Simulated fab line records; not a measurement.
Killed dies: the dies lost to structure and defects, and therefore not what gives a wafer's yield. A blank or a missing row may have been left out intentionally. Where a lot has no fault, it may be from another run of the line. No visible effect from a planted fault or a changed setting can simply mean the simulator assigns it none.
Comparing a struck lot with a sound one + flow rit-cmos + 18 out of 202 route steps
Sound: these wafers, L655.2, L655.5, L655.6. The struck wafers were L653.1, L653.2, L653.3. The cause comes at the end.
Order at every step that has rows: each side's tool, ch and its chambers, its first start. Under that, the readings that differ: sound wafers + struck wafers + difference of the means + sigmas: that difference in standard deviations of wafers without a fault.
alike: a reading whose means differ by less than 2 such deviations, as well as words and numbers matching on both sides. not compared: withheld readings; readings where some wafer has no value; bounds like >300 that might hide an equal value; numbers whose values overlap and for which the record gives no deviation.
The two part at a step that has a row with sigmas, a row that says differs or no value, or rows on one side only. Non-overlapping numbers with no deviation appear without sigmas and do not part them. Lack of a reading on every wafer of one side parts them only where that side has two or more wafers.

RIT_M1_SPUTTER_00: material Al, target thk 400 nm, time 500 s.
  sound on pvd-sputter-03 at day 5 16:26; struck on pvd-sputter-03 at day 5 12:46
  alike: chamber-pressure-pa, throttle-valve-pct
RIT_M1_RS_MEAS_01: measurement is done with a four-point probe.
  sound on film-metro-01 at day 5 16:44; struck on film-metro-01 at day 5 13:04
  alike: M1_AL_RS
RIT_M1_THK_MEAS_02: measures by xrf.
  sound on film-metro-01 at day 5 16:51; struck on film-metro-01 at day 5 13:11
  alike: M1_AL_THK
then, 6 steps without rows for these wafers: RIT_M1_HMDS_03 (prime time 60 s); RIT_M1_COAT_04 (resist thk 1283 nm); RIT_M1_SOFTBAKE_05 (time 60 s); RIT_M1_EXPOSE_06 (exposes mask M12, target cd 2600 nm); RIT_M1_PEB_07; RIT_M1_DEVELOP_08 (develop time 68 s).
RIT_M1_CD_MEAS_09: the cd target is 2600 nm.
  sound on cd-sem-02 at day 5 17:48; struck on cd-sem-02 at day 5 14:15
  alike: cd-nm
RIT_M1_OVL_MEAS_10:
  sound on overlay-01 at day 5 17:55; struck on overlay-01 at day 5 14:22
  alike: M1_OVL
then, 1 step without rows for these wafers: RIT_M1_HARDBAKE_11 (time 120 s).
RIT_M1_METAL_ETCH_12: etches Al in Cl2/BCl3, stops on SiO2, time 165 s, target depth 600 nm.
  sound on rie-metal-01 ch 0,1, day 5 18:11; struck on rie-metal-03 ch 0,1, day 5 14:45
  no value came back on the struck wafers for any of 5 readings (bcl3-flow-sccm (sccm), chamber-pressure-mTorr (mTorr) and others); on the sound wafers bcl3-flow-sccm (sccm) reads 49.82 50.02 50.14
| reading                                  | sound             | struck          | difference | sigmas |
|------------------------------------------|-------------------|-----------------|------------|--------|
| model.NOVOLAK_of_M1_COAT_04.thk-nm (nm)  | 793 798.2 790.6   | 1117 1119 1118  | +324       |        |
| model.SiO2_of_CONTACT_CVD_00.thk-nm (nm) | 361.7 372.1 374.7 | 397.9 393 399.6 | +27.3      |        |
  not compared: rf-hours-counter-h
then, 1 step without rows for these wafers: RIT_M1_STRIP_13 (strips in nmp, time 600 s).
RIT_M1_STRIP_14: strips in O2, time 180 s.
  sound on plasma-asher-03 ch 0,1, day 5 18:32; struck on plasma-asher-03 ch 0,1, day 5 15:05
  alike: drypump-motor-current-A
  not compared: rf-hours-counter-h
RIT_M1_CD_MEAS_90: the cd target is 2600 nm.
  sound on cd-sem-01 at day 5 18:43; struck on cd-sem-02 at day 5 15:16
| reading    | sound                | struck | difference                    | sigmas |
|------------|----------------------|--------|-------------------------------|--------|
| cd-nm (nm) | 2601.4 2598.9 2598.0 | - - -  | no value on the struck wafers |        |
then, 1 step without rows for these wafers: RIT_M1_ANNEAL_15 (time 1800 s).
RIT_M1_PROBE_99:
  sound on prober-01 at day 5 20:45; struck on prober-02 at day 5 21:00
| reading                  | sound             | struck         | difference | sigmas      |
|--------------------------|-------------------|----------------|------------|-------------|
| defect-limited-yield (%) | 97.7 97.7 97.0    | 0 0 0          | -97        | -89         |
| killed_at_M0_to_M3       | 0 0 0             | 258 250 256    | +255       | +99 or more |
| killed-dies              | 6 6 8             | 264 264 264    | +257       | +89         |
| killed-on-rim            | 1 0 1             | 70 70 70       | +69        | +50         |
| sort_bin_5_function (%)  | 1.1 1.1 1.1       | 98.9 98.5 98.1 | +97.4      | +99 or more |
| sort-n-pass              | 258.0 258.0 256.0 | 0 0 0          | -257       | -89         |
| sort-yield-pct (%)       | 97.7 97.7 97.0    | 0 0 0          | -97        | -89         |
  alike: killed-at-contacts, killed-at-front-end, killed-open, killed-short, sort_bin_3_pad_short, sort_bin_6_memory

== WHERE THEY PART ==
At RIT_M1_METAL_ETCH_12 first; at RIT_M1_PROBE_99 last (within this record only).

WHY: whatever the simulator had introduced
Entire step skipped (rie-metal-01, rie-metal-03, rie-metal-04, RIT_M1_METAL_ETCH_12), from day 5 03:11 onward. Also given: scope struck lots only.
